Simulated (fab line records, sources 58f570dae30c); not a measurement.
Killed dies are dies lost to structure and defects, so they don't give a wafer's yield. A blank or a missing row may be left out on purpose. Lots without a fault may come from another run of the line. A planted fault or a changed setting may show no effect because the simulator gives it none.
Problem report in the 8D (eight disciplines) form, filled by code | flow berkeley_cmos170 | the parts of the form that need people (team, actions taken, sign-off) are left out

1. THE PROBLEM
bias_w at UCB170_M1_METAL_ETCH_12 reads a mean of 113.9 W on 5 wafers of 2 lots; wafers without a fault read 120.1 W with a standard deviation of 0.37. That is -17 standard deviations from the usual mean.
The step: etches Al in Cl2/BCl3, stops on PSG, target depth 780 nm, time 130 s.
First seen on wafer L926.1, day 10 06:47, on rie_metal-04. The record holds 42 wafers of 14 lots with a number at this step. Rule for "out", or "out of limits": more than 4 standard deviations from the usual mean. The other wafers with a number count as sound.

2. WHAT IT IS AND WHAT IT IS NOT
question                    | is                                     | is not
which readings at this step | bias_w                                 | bcl3_flow_sccm, drypump_motor_current_A, oes_product_au, throttle_valve_pct
which lots                  | L926, L928                             | L913, L915, L916, L917, L918, L920, L921, L924, L925, L927, L929, L931
which wafers of those lots  | L926.1, L926.4, L926.5, L928.2, L928.5 | L928.6
read on which tools         | rie_metal-04                           | rie_metal-01, rie_metal-03
when                        | from day 10 06:47                      | up to then (27 sound wafers); but 10 sound wafers of L927, L928, L929, L931 came after

3. SUSPECTS, AND WHAT RULES EACH OUT
Counting: a tool at a process step up to the reading stays a suspect if it ran every lot that is out. Sound lots after the first of them don't rule it out here, since some wafers of a struck lot are sound.
- plasma_asher-01 at UCB170_NWELL_STRIP_15 (strips in O2): kept. It ran every lot that is out, first L926 (day 5 12:52); its last sound lot up to then is L924 (day 4 23:56).
- rie_metal-04 at UCB170_M1_METAL_ETCH_12 (etches Al in Cl2/BCl3, stops on PSG, target depth 780 nm, time 130 s): kept. It ran every lot that is out, first L926 (day 10 06:47); its last sound lot up to then is L924 (day 9 11:17). Its own readings are out on those wafers: bias_w.
- Within rie_metal-04 at UCB170_M1_METAL_ETCH_12: the wafers that are out ran in chamber 1; their sound lot-mates ran in chamber 0.
Left after counting: plasma_asher-01 at UCB170_NWELL_STRIP_15, rie_metal-04 at UCB170_M1_METAL_ETCH_12.

4. THE CAUSE (what the simulator had put in)
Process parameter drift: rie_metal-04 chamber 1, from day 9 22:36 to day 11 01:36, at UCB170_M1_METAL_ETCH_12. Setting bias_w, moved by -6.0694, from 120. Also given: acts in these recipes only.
Counting left 2 suspects, and this tool is among them.

5. THE CHAIN OF EFFECTS, in route order
Each row: a reading whose mean over the struck wafers that have a number lies more than 3 standard deviations from the usual. Only readings for which the record gives a usual standard deviation are gone through. hours: the time from each lot's start at the first step in this table that gives one to its start at this step, as a median over the lots. sigmas: the change in usual standard deviations.
hours | step                    | reading | usual   | on struck wafers | change | sigmas
0     | UCB170_M1_METAL_ETCH_12 | bias_w  | 120.1 W | 113.9            | -6.2   | -17
The process steps in it:
- UCB170_M1_METAL_ETCH_12: etches Al in Cl2/BCl3, stops on PSG, target depth 780 nm, time 130 s.
Later measuring or inspecting steps at which every struck wafer that the step has a row for has a number for every such reading, and none has moved that far: UCB170_M3_OVL_MEAS_16.

6. WHAT WOULD HAVE CAUGHT IT SOONER
In this record the first reading out of limits was taken at day 10 06:47, 8 hours after the fault began at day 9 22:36.
